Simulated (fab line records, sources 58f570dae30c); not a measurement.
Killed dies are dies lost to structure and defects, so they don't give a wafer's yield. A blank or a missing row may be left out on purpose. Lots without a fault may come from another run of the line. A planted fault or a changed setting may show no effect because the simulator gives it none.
Which tool did it? | flow berkeley_cmos170 | 14 lots, 42 wafers sampled, at 5 steps of a route of 331

WHAT THE GAUGES READ, wafer by wafer
UCB170_PWELL_THK_MEAS_06.
lot  | measured    | on            | PWELL_NITRIDE_THK (nm)
L827 | day 3 07:10 | film_metro-03 | 218.1 215.5 218.1
L828 | day 3 07:12 | film_metro-04 | 220.8 219.8 220.0
L829 | day 3 09:21 | film_metro-02 | 222.2 222.6 221.6
L830 | day 3 14:13 | film_metro-02 | 220.2 219.1 219.1
L831 | day 3 18:01 | film_metro-03 | 222.8 224.2 223.5
L832 | day 3 18:01 | film_metro-04 | 223.4 223.3 222.4
L833 | day 4 01:17 | film_metro-03 | 118.7 118.1 118.6 118.7 118.1 118.7
L835 | day 4 15:59 | film_metro-04 | 114.3 116.2 114.7 114.4 116.1 114.8
L845 | day 6 20:32 | film_metro-02 | 222.7 224.7 223.5
L846 | day 6 20:34 | film_metro-04 | 223.5 221.5 224.4
L847 | day 7 05:25 | film_metro-02 | 220.8 220.9 219.0
L848 | day 7 14:46 | film_metro-02 | 223.5 224.3 223.9
L849 | day 7 14:46 | film_metro-03 | 218.7 219.5 218.7
L850 | day 7 20:36 | film_metro-02 | 220.9 220.1 219.5

UCB170_PWELL_OVL_MEAS_13.
lot  | measured    | on         | PWELL_OVL (nm)
L827 | day 3 08:23 | overlay-02 | 4 4 1
L828 | day 3 08:40 | overlay-02 | -6 -3 -4
L829 | day 3 10:23 | overlay-01 | 6 -8 -1
L830 | day 3 16:22 | overlay-01 | 5 5 1
L831 | day 3 20:06 | overlay-01 | -3 -3 1
L832 | day 3 20:41 | overlay-01 | 8 8 7
L845 | day 6 22:19 | overlay-01 | -4 6 5
L846 | day 6 22:14 | overlay-02 | -5 -3 -7
L847 | day 7 06:47 | overlay-02 | -4 0 -2
L848 | day 7 15:58 | overlay-02 | 0 -14 -7
L849 | day 7 16:04 | overlay-01 | 2 7 2
L850 | day 7 21:38 | overlay-02 | 5 -3 -4

UCB170_ACTIVE_CD_MEAS_13: target cd 1200 nm.
lot  | measured    | on        | cd_nm (nm)
L827 | day 4 14:55 | cd_sem-01 | 1198.9 1198.7 1199.1
L828 | day 4 15:06 | cd_sem-02 | 1199.6 1199.0 1197.9
L829 | day 4 18:58 | cd_sem-01 | 1197.9 1198.3 1196.4
L830 | day 4 23:09 | cd_sem-01 | 1198.5 1197.7 1199.7
L831 | day 4 22:52 | cd_sem-01 | 1199.2 1198.9 1199.8
L832 | day 4 22:36 | cd_sem-01 | 1201.0 1200.1 1199.8
L845 | day 8 01:29 | cd_sem-02 | 1200.7 1201.5 1201.7
L846 | day 8 01:17 | cd_sem-01 | 1198.7 1200.6 1199.3
L847 | day 8 16:18 | cd_sem-02 | 1198.8 1199.6 1198.3
L848 | day 8 22:08 | cd_sem-01 | 1201.0 1201.6 1201.1
L849 | day 9 00:35 | cd_sem-02 | 1200.1 1199.6 1199.5
L850 | day 9 00:13 | cd_sem-01 | 1199.2 1198.7 1198.1

WHICH TOOL RAN EACH LOT (tool, then ch and the chambers of the sampled wafers, then the start)
lot  | UCB170_ZERO_ETCH_06               | UCB170_PWELL_CVD_05
L827 | rie_diel-03 ch 0,3, day 1 21:48   | lpcvd-01 ch 1, day 3 05:15
L828 | rie_diel-01 ch 0,2,3, day 2 00:38 | lpcvd-01 ch 0, day 3 05:15
L829 | rie_diel-01 ch 0,2,3, day 2 08:10 | lpcvd-02 ch 0, day 3 06:29
L830 | rie_diel-03 ch 1,2, day 2 14:02   | lpcvd-01 ch 0, day 3 12:17
L831 | rie_diel-01 ch 1,2,3, day 2 16:36 | lpcvd-02 ch 1, day 3 16:05
L832 | rie_diel-03 ch 1,2,3, day 2 18:47 | lpcvd-02 ch 0, day 3 16:05
L833 | rie_diel-04 ch 0,3, day 3 02:07   | lpcvd-02 ch 1, day 3 23:22
L835 | rie_diel-03 ch 0,3, day 3 09:28   | lpcvd-02 ch 1, day 4 14:04
L845 | rie_diel-01 ch 2,3, day 5 16:07   | lpcvd-02 ch 1, day 6 18:37
L846 | rie_diel-04 ch 0,2,3, day 5 16:23 | lpcvd-02 ch 0, day 6 18:37
L847 | rie_diel-03 ch 0,3, day 6 00:15   | lpcvd-02 ch 0, day 7 03:29
L848 | rie_diel-01 ch 0,1,2, day 6 06:07 | lpcvd-02 ch 1, day 7 12:50
L849 | rie_diel-01 ch 0,1, day 6 08:28   | lpcvd-02 ch 1, day 7 12:50
L850 | rie_diel-04 ch 1,2,3, day 6 16:33 | lpcvd-01 ch 1, day 7 18:40
- UCB170_ZERO_ETCH_06: etches SiO2 in CHF3/CF4/Ar, time 12 s.
- UCB170_PWELL_CVD_05: deposits Si3N4 from SiH2Cl2/NH3, target thk 220 nm, time 3300 s.

WHAT THE TOOLS THEMSELVES READ (means of the sampled wafers that have a number; where no wafer has one, the mark that the record gives instead)
UCB170_ZERO_ETCH_06.
lot  | tool        | drypump_motor_current_A (A) | oes_product_au (a.u.) | rf_fwd_power_W (W) | throttle_valve_pct (%)
L827 | rie_diel-03 | 6.4                         | 0.616                 | 490.4              | 9.20
L828 | rie_diel-01 | 5.8                         | 0.626                 | 490.0              | 9.25
L829 | rie_diel-01 | 5.8                         | 0.623                 | 490.7              | 9.25
L830 | rie_diel-03 | 5.8                         | 0.612                 | 490.1              | 9.42
L831 | rie_diel-01 | 5.5                         | 0.617                 | 492.1              | 9.26
L832 | rie_diel-03 | 6.1                         | 0.609                 | 489.3              | 9.35
L833 | rie_diel-04 | 6.0                         | 0.606                 | 492.1              | 9.18
L835 | rie_diel-03 | 6.4                         | 0.614                 | 491.2              | 9.22
L845 | rie_diel-01 | 5.5                         | 0.620                 | 489.9              | 9.34
L846 | rie_diel-04 | 5.7                         | 0.621                 | 492.0              | 9.26
L847 | rie_diel-03 | 6.4                         | 0.614                 | 489.3              | 9.21
L848 | rie_diel-01 | 5.8                         | 0.623                 | 492.5              | 9.16
L849 | rie_diel-01 | 5.9                         | 0.631                 | 490.7              | 9.15
L850 | rie_diel-04 | 5.2                         | 0.608                 | 489.3              | 9.33

UCB170_PWELL_CVD_05.
lot  | tool     | spike_tc_load_C (C) | susceptor_temp_C (C)
L827 | lpcvd-01 | 825.1               | 799.8
L828 | lpcvd-01 | 821.8               | 799.1
L829 | lpcvd-02 | 822.2               | 800.1
L830 | lpcvd-01 | 822.2               | 800.0
L831 | lpcvd-02 | 820.6               | 799.5
L832 | lpcvd-02 | 822.5               | 800.0
L833 | lpcvd-02 | 820.6               | 800.2
L835 | lpcvd-02 | 820.5               | 800.1
L845 | lpcvd-02 | 821.4               | 800.1
L846 | lpcvd-02 | 822.6               | 800.1
L847 | lpcvd-02 | 822.0               | 799.9
L848 | lpcvd-02 | 821.3               | 799.6
L849 | lpcvd-02 | 820.8               | 800.0
L850 | lpcvd-01 | 825.5               | 799.8

THE ANSWER, worked out from the rows above alone
Rule: what is usual is taken from the lots themselves. Put in order of their means at a reading, lots are off if they are a third of the lots or fewer, leave a main group of 4 or more, and stand apart from it by a gap of 3 or more times the standard deviation of the main group's means; of several such gaps the widest counts. A main group whose means are all the same, to the digits that the tables above print for the reading, isn't used. A lot without any number at a reading at which 4 lots or more have one is off too. The other lots that the step has rows for count as sound. The gauges are gone through in route order, then the tools' own readings, and for those a lot's mean is taken as printed above. The first step at which some lot is off is used, and at that step the reading that is off furthest; a lot without a number counts as furthest.
Off: L833, L835, at UCB170_PWELL_THK_MEAS_06 (PWELL_NITRIDE_THK). The main group: mean 221.3 nm, standard deviation 2.1.
A tool fits if, at a process step before that reading, it ran every lot that is off, and no sound lot after the first of them. The gauges at UCB170_PWELL_THK_MEAS_06 are tried like those tools. None of those tried fits.

WHAT THE SIMULATOR HAD PUT IN
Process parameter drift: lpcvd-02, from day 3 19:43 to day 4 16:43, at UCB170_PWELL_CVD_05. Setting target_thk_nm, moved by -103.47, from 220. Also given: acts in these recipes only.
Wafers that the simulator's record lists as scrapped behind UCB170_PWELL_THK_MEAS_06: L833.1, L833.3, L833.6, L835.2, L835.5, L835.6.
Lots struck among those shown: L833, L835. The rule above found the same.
